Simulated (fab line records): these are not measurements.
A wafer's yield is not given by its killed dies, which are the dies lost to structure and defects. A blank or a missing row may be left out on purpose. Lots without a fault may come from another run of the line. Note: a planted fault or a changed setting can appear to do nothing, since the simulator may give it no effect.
Which tool is to blame? -- flow berkeley_cmos170 -- 48 wafers from 16 lots sampled at 6 of the route's 331 steps

## WHAT EACH GAUGE READ, for each wafer
UCB170_NWELL_THK_MEAS_02.
lot,measured,on,NWELL_OXIDE_THK (nm)
L374,day 2 04:52,film_metro-03,26.8 26.5 26.2
L373,day 2 04:53,film_metro-04,26.8 27.1 26.8
L375,day 2 12:02,film_metro-04,26.1 25.0 25.7
L379,day 3 05:56,film_metro-04,25.8 25.6 26.1
L378,day 3 05:57,film_metro-03,26.5 26.4 26.4
L381,day 3 14:55,film_metro-04,27.0 26.7 26.9
L382,day 4 00:28,film_metro-02,27.6 27.2 27.3
L386,day 4 18:05,film_metro-03,25.7 25.7 26.0
L387,day 4 18:06,film_metro-04,26.3 26.3 26.5
L385,day 4 18:08,film_metro-02,25.7 25.3 25.4
L388,day 5 06:38,film_metro-02,26.2 26.6 26.7
L391,day 6 00:13,film_metro-02,26.0 25.7 25.6
L392,day 6 00:14,film_metro-03,25.9 25.9 25.6
L393,day 6 07:41,film_metro-04,27.0 27.0 26.8
L395,day 6 19:58,film_metro-03,26.4 26.4 26.5
L396,day 6 19:58,film_metro-02,27.0 26.7 26.6

UCB170_PWELL_THK_MEAS_03.
lot,measured,on,PWELL_OXIDE_THK (nm)
L374,day 2 21:45,film_metro-03,26.5 26.7 26.2
L373,day 2 21:46,film_metro-04,26.3 26.2 26.2
L375,day 3 07:33,film_metro-04,26.7 26.4 26.4
L379,day 4 01:38,film_metro-01,26.6 26.8 26.6
L378,day 4 01:40,film_metro-03,26.4 26.6 26.5
L381,day 4 10:26,film_metro-03,26.0 25.7 25.5
L382,day 4 19:23,film_metro-04,25.9 25.5 25.6
L386,day 5 12:51,film_metro-04,26.6 26.7 26.4
L387,day 5 12:52,film_metro-01,26.5 26.3 26.3
L385,day 5 12:52,film_metro-03,26.4 26.1 26.5
L388,day 6 01:34,film_metro-01,25.6 26.2 26.1
L391,day 6 20:04,film_metro-04,26.2 25.9 25.7
L392,day 6 20:04,film_metro-03,26.1 26.4 26.0
L393,day 7 01:41,film_metro-01,25.8 26.2 26.3
L395,day 7 13:44,film_metro-04,26.2 26.4 26.2
L396,day 7 13:44,film_metro-03,26.7 26.8 26.6

UCB170_GATE_THK_MEAS_05.
lot,measured,on,GATE_POLY_THK (nm)
L374,day 6 20:07,film_metro-04,215.2 216.0 216.3
L373,day 6 20:08,film_metro-02,214.3 215.9 216.0
L375,day 7 07:35,film_metro-02,216.4 218.0 215.8
L379,day 8 05:50,film_metro-02,211.7 212.3 212.0
L378,day 8 05:55,film_metro-04,213.9 212.1 213.5
L381,day 8 17:23,film_metro-01,216.4 216.1 216.2
L382,day 8 17:23,film_metro-04,215.8 220.2 217.6
L386,day 10 02:41,film_metro-02,188.0 186.9 183.6
L387,day 10 02:42,film_metro-01,186.0 184.0 188.5
L385,day 10 02:45,film_metro-02,190.0 188.0 189.3
L388,day 10 02:41,film_metro-04,187.0 188.7 189.3
L391,day 11 07:38,film_metro-02,215.8 215.5 216.5
L392,day 10 21:05,film_metro-04,217.1 216.0 217.9
L393,day 11 07:34,film_metro-02,215.2 213.7 215.5
L395,day 11 23:26,film_metro-01,219.6 218.8 218.4
L396,day 11 23:26,film_metro-02,217.0 218.3 217.1

UCB170_CONTACT_OVL_MEAS_16.
lot,measured,on,CONTACT_OVL (nm)
L374,day 7 23:55,overlay-02,-9 -9 -2
L373,day 7 23:50,overlay-01,5 -2 7
L375,day 8 08:39,overlay-02,0 -5 -4
L379,day 9 08:10,overlay-01,-14 -4 -6
L378,day 9 07:46,overlay-02,-2 -8 0
L381,day 9 16:13,overlay-02,4 -5 -3
L382,day 9 16:52,overlay-01,1 4 1
L386,day 10 23:31,overlay-02,1 -1 3
L387,day 11 01:40,overlay-01,1 -5 -4
L385,day 11 02:03,overlay-02,8 6 1
L388,day 11 01:19,overlay-02,0 4 -7
L391,day 12 08:53,overlay-02,5 -6 -6
L392,day 11 19:51,overlay-01,2 0 -2
L393,day 12 06:02,overlay-01,1 -3 2
L395,day 13 11:50,overlay-01,0 0 -5
L396,day 12 21:16,overlay-02,0 -1 3

## TOOL THAT RAN EACH LOT (tool first, then ch and the chambers of the sampled wafers, then the start)
lot,UCB170_GATE_CVD_04,UCB170_GATE_ETCH_15
L374,"lpcvd-02 ch 1, day 6 18:43","rie_si-02 ch 1,3, day 6 22:13"
L373,"lpcvd-02 ch 0, day 6 18:43","rie_si-02 ch 1,2,3, day 6 21:40"
L375,"lpcvd-02 ch 1, day 7 06:11","rie_si-01 ch 0,3, day 7 09:22"
L379,"lpcvd-01 ch 1, day 8 04:26","rie_si-02 ch 2,3, day 8 07:46"
L378,"lpcvd-01 ch 1, day 8 04:26","rie_si-01 ch 1,2,3, day 8 07:43"
L381,"lpcvd-02 ch 1, day 8 15:58","rie_si-02 ch 0,2,3, day 8 18:43"
L382,"lpcvd-02 ch 0, day 8 15:58","rie_si-01 ch 1,3, day 8 18:28"
L386,"lpcvd-01 ch 0, day 10 01:17","rie_si-01 ch 0,3, day 10 04:02"
L387,"lpcvd-01 ch 0, day 10 01:17","rie_si-01 ch 2,3, day 10 04:16"
L385,"lpcvd-01 ch 1, day 10 01:17","rie_si-02 ch 1,2,3, day 10 04:42"
L388,"lpcvd-01 ch 1, day 10 01:17","rie_si-02 ch 0,1,3, day 10 04:14"
L391,"lpcvd-02 ch 0, day 11 06:10","rie_si-01 ch 0,2,3, day 11 09:07"
L392,"lpcvd-02 ch 0, day 10 19:40","rie_si-02 ch 0,1,2, day 10 22:31"
L393,"lpcvd-02 ch 1, day 11 06:10","rie_si-01 ch 0,2,3, day 11 09:00"
L395,"lpcvd-02 ch 1, day 11 22:02","rie_si-02 ch 0,1,3, day 12 01:05"
L396,"lpcvd-02 ch 1, day 11 22:02","rie_si-01 ch 1,2, day 12 00:48"
- UCB170_GATE_CVD_04: deposits poly-Si from SiH4, time 1440 s, target thk 214 nm.
- UCB170_GATE_ETCH_15: etches poly-Si in HBr/Cl2, stops on SiO2, time 56.3 s, target depth 278.2 nm.

## AS READ BY THE TOOLS THEMSELVES (means over the sampled wafers that have a number; for cases with no such wafer, the mark the record gives instead)
UCB170_GATE_CVD_04.
lot,tool,sih4_flow_sccm (sccm)
L374,lpcvd-02,119.98
L373,lpcvd-02,119.78
L375,lpcvd-02,119.88
L379,lpcvd-01,120.00
L378,lpcvd-01,120.36
L381,lpcvd-02,119.85
L382,lpcvd-02,120.43
L386,lpcvd-01,120.05
L387,lpcvd-01,119.79
L385,lpcvd-01,119.99
L388,lpcvd-01,120.08
L391,lpcvd-02,119.70
L392,lpcvd-02,119.85
L393,lpcvd-02,120.07
L395,lpcvd-02,120.13
L396,lpcvd-02,120.02

UCB170_GATE_ETCH_15.
lot,tool,drypump_motor_current_A (A),oes_product_au (a.u.),throttle_valve_pct (%)
L374,rie_si-02,5.9,0.841,26.65
L373,rie_si-02,5.8,0.836,26.69
L375,rie_si-01,5.8,0.847,26.55
L379,rie_si-02,5.9,0.834,26.72
L378,rie_si-01,5.7,0.842,26.44
L381,rie_si-02,6.1,0.843,26.67
L382,rie_si-01,6.0,0.846,26.49
L386,rie_si-01,5.4,0.760,26.53
L387,rie_si-01,5.6,0.773,26.49
L385,rie_si-02,5.8,0.769,26.69
L388,rie_si-02,6.2,0.766,26.59
L391,rie_si-01,5.5,0.849,26.51
L392,rie_si-02,6.0,0.836,26.63
L393,rie_si-01,5.5,0.840,26.50
L395,rie_si-02,6.2,0.839,26.57
L396,rie_si-01,5.5,0.848,26.35

## THE ANSWER, worked out from the rows above alone
Rule: the usual values come from the lots themselves. Put in order of their means at a reading, lots are off if they are a third of the lots or fewer, leave a main group of 4 or more, and stand apart from it by a gap of 3 or more times the standard deviation of the main group's means; of several such gaps the widest counts. The tables above print the reading to a certain number of digits; a main group whose means all agree to those digits is not used. A lot without any number at a reading at which 4 lots or more have one is off too. The other lots that the step has rows for count as sound. First the gauges in route order, then the tools' own readings, where a lot's mean is used as printed above. The first step at which some lot is off is used, and at that step the reading that is off furthest; a lot without a number counts as furthest.
Off: L386, L387, L385, L388, at UCB170_GATE_THK_MEAS_05 (GATE_POLY_THK). The main group: mean 215.9 nm, standard deviation 1.9.
If a tool, at a process step before that reading, ran all the lots that are off and no sound lot after the first of them, it fits. The gauges at UCB170_GATE_THK_MEAS_05 aren't tried: what is off there is off at UCB170_GATE_ETCH_15 too, on other tools, and a gauge's error can't cause that. One fits: UCB170_GATE_CVD_04 on lpcvd-01. A fault onset in the window from L378 (day 8 04:26, its last sound lot) to L385 (day 10 01:17, its first lot off) fits.

## WHAT THE SIMULATOR PUT IN
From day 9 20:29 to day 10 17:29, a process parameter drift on lpcvd-01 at UCB170_GATE_CVD_04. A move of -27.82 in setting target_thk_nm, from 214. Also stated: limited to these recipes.
Shown lots that were struck: L386, L387, L385, L388. The rule above found the same.
